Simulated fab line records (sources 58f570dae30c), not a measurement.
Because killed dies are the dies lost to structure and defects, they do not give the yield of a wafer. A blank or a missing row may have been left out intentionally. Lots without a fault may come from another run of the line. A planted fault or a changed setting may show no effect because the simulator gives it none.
Which tool was responsible? | flow berkeley cmos170 | 14 lots with 42 wafers sampled at 2 steps, on a route of 331 steps

== WHAT THE GAUGES READ, wafer by wafer ==
No reading from a measuring or inspecting step in the record can be judged against a usual standard deviation.

== WHICH TOOL RAN EACH LOT (tool, then ch and the chambers of the sampled wafers, then the start) ==
lot  | UCB170_NWELL_COAT_07             | UCB170_NWELL_STRIP_15
L335 | litho track-04 ch 0, day 2 15:06 | plasma asher-02 ch 0,1, day 2 16:40
L336 | litho track-03 ch 0, day 2 15:08 | plasma asher-01 ch 0,1, day 2 16:25
L338 | litho track-02 ch 0, day 3 03:46 | plasma asher-02 ch 0,1, day 3 05:05
L339 | litho track-03 ch 0, day 3 03:47 | plasma asher-01 ch 1, day 3 05:09
L342 | litho track-03 ch 0, day 3 18:31 | plasma asher-03 ch 0,1, day 3 19:57
L341 | litho track-02 ch 0, day 3 18:38 | plasma asher-02 ch 0,1, day 3 20:14
L344 | litho track-02 ch 0, day 4 12:39 | plasma asher-02 ch 0, day 4 13:44
L346 | litho track-03 ch 0, day 4 12:40 | plasma asher-01 ch 0,1, day 4 13:53
L351 | litho track-02 ch 0, day 5 16:08 | plasma asher-01 ch 0,1, day 5 17:17
L352 | litho track-04 ch 0, day 5 23:17 | plasma asher-01 ch 0,1, day 6 00:29
L354 | litho track-04 ch 0, day 6 07:24 | plasma asher-01 ch 0,1, day 6 09:17
L355 | litho track-02 ch 0, day 6 18:01 | plasma asher-01 ch 0,1, day 6 19:01
L357 | litho track-03 ch 0, day 7 03:26 | plasma asher-03 ch 1, day 7 04:45
L358 | litho track-02 ch 0, day 7 14:04 | plasma asher-01 ch 0,1, day 7 15:13
- UCB170_NWELL_COAT_07: resist thk 900 nm.
- UCB170_NWELL_STRIP_15: strips in O2.

== WHAT THE TOOLS THEMSELVES READ (means of the sampled wafers that have a number; where no wafer has one, the mark that the record gives instead) ==
UCB170_NWELL_COAT_07.
lot  | tool           | exhaust pa (Pa)
L335 | litho track-04 | 44.1
L336 | litho track-03 | 45.9
L338 | litho track-02 | 45.3
L339 | litho track-03 | 45.0
L342 | litho track-03 | 45.0
L341 | litho track-02 | 45.9
L344 | litho track-02 | 44.6
L346 | litho track-03 | 44.5
L351 | litho track-02 | 44.8
L352 | litho track-04 | 44.3
L354 | litho track-04 | 45.2
L355 | litho track-02 | 46.0
L357 | litho track-03 | 45.9
L358 | litho track-02 | 46.0

UCB170_NWELL_STRIP_15.
lot  | tool            | drypump motor current A (A) | oes product au (a.u.) | strip time to endpoint s (s)
L335 | plasma asher-02 | 5.9                         | 0.720                 | 18.02
L336 | plasma asher-01 | 5.3                         | 0.722                 | 18.01
L338 | plasma asher-02 | 5.8                         | 0.719                 | 17.95
L339 | plasma asher-01 | 5.6                         | 0.723                 | 18.09
L342 | plasma asher-03 | 5.6                         | 0.719                 | 18.90
L341 | plasma asher-02 | 6.0                         | 0.724                 | 17.97
L344 | plasma asher-02 | 5.7                         | 0.722                 | 18.02
L346 | plasma asher-01 | 5.1                         | 0.722                 | 18.49
L351 | plasma asher-01 | 5.1                         | 0.725                 | 17.99
L352 | plasma asher-01 | 5.3                         | 0.722                 | 18.00
L354 | plasma asher-01 | 5.3                         | 0.718                 | 18.13
L355 | plasma asher-01 | 5.0                         | 0.722                 | 18.14
L357 | plasma asher-03 | 5.5                         | 0.718                 | 17.99
L358 | plasma asher-01 | 5.3                         | 0.722                 | 18.09

== THE ANSWER, worked out from the rows above alone ==
Rule: usual is defined by the lots themselves. The widest of any qualifying gaps counts: lots, ordered by their means at a reading, are off when they make up no more than a third of the lots, leave a main group of 4 or more, and stand apart from it by 3 or more times the standard deviation of that group's means. A main group whose means are all the same, to the digits that the tables above print for the reading, isn't used. A lot without any number at a reading at which 4 lots or more have one is off too. The other lots that the step has rows for count as sound. After the gauges, taken in route order, come the tools' own readings; for these a lot's mean is taken, as printed above. At the first step where some lot is off, the reading lying furthest off is the one used; lots without a number count as furthest.
Off at UCB170_NWELL_STRIP_15 (strip time to endpoint s): L342, L346. For the main group the mean is 18.03 s and the standard deviation 0.06.
A tool fits if, at that step or a process step before it, it ran every lot that is off, and no sound lot after the first of them. None of those tried fits.

== WHAT WAS PUT IN BY THE SIMULATOR ==
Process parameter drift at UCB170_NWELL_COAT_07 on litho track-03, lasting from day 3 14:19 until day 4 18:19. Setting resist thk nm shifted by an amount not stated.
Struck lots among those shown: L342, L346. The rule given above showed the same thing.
